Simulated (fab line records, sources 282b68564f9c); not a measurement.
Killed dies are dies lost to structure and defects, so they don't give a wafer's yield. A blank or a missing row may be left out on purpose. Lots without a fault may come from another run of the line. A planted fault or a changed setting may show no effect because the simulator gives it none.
One fault seen from 2 desks | flow rit_cmos | each desk has only its own numbers; what lay behind them comes last

THE TOOL OWNER'S DESK: implanter-02
The tool's own readings at RIT_PSD_IMPLANT_08: means of the sampled wafers that have a number, for each lot that ran on this tool. A lot is out of limits, marked OUT, if its mean lies more than 4 standard deviations from the usual mean; the brackets give that distance.
Columns: A = dose_ions_cm2 at RIT_PSD_IMPLANT_08, usual 5e+15; B = tilt_deg at RIT_PSD_IMPLANT_08, usual 6.999 degrees
lot  | first seen here | A     | B
L792 | day 3 01:24     | 5e+15 | 6.972
L798 | day 4 06:41     | 5e+15 | 6.995
L802 | day 5 02:40     | 5e+15 | 8.757 (+98) OUT
L804 | day 5 14:49     | 5e+15 | 8.735 (+96) OUT
This desk's finding: out of limits on L802, L804; first on L802, day 5 02:40 (tilt_deg at RIT_PSD_IMPLANT_08). In limits: L792, L798.

THE METROLOGY DESK
What the gauges read, lot by lot, whatever tool the lot ran on: means of the sampled wafers that have a number. A lot is out of limits, marked OUT, if its mean lies more than 4 standard deviations from the usual mean; the brackets give that distance.
Columns: A = PSD_RS at RIT_SDANNEAL_RS_MEAS_04, usual 115.9 ohm/sq
lot  | first seen here | A
L792 | day 3 02:14     | 116.0
L793 | day 3 07:03     | 115.9
L794 | day 3 12:07     | 116.0
L795 | day 3 15:28     | 116.4
L796 | day 3 21:26     | 115.6
L797 | day 4 02:46     | 116.3
L798 | day 4 07:31     | 115.9
L808 | day 6 09:02     | 115.7
L810 | day 6 20:59     | 116.5
L812 | day 7 05:52     | 115.9
L815 | day 7 22:08     | 115.4
This desk's finding: nothing out of limits on any of the 11 lots.

PUT TOGETHER
The tool owner's desk could have raised an alarm at day 5 02:40, on L802, L804.
The metrology desk saw nothing out of limits.
The metrology desk has no number on record for L802, L804.
Of the lots named, all ran RIT_PSD_IMPLANT_08 on implanter-02.

WHAT THE SIMULATOR HAD PUT IN
Process parameter drift: implanter-02, from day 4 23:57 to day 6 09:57, at RIT_PSD_IMPLANT_08. Setting tilt_deg, moved by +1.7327, from 7. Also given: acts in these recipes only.
Lots struck among those shown: L802, L804.
Hours from the fault's start to each desk's first reading out of limits: the tool owner's desk, 3.
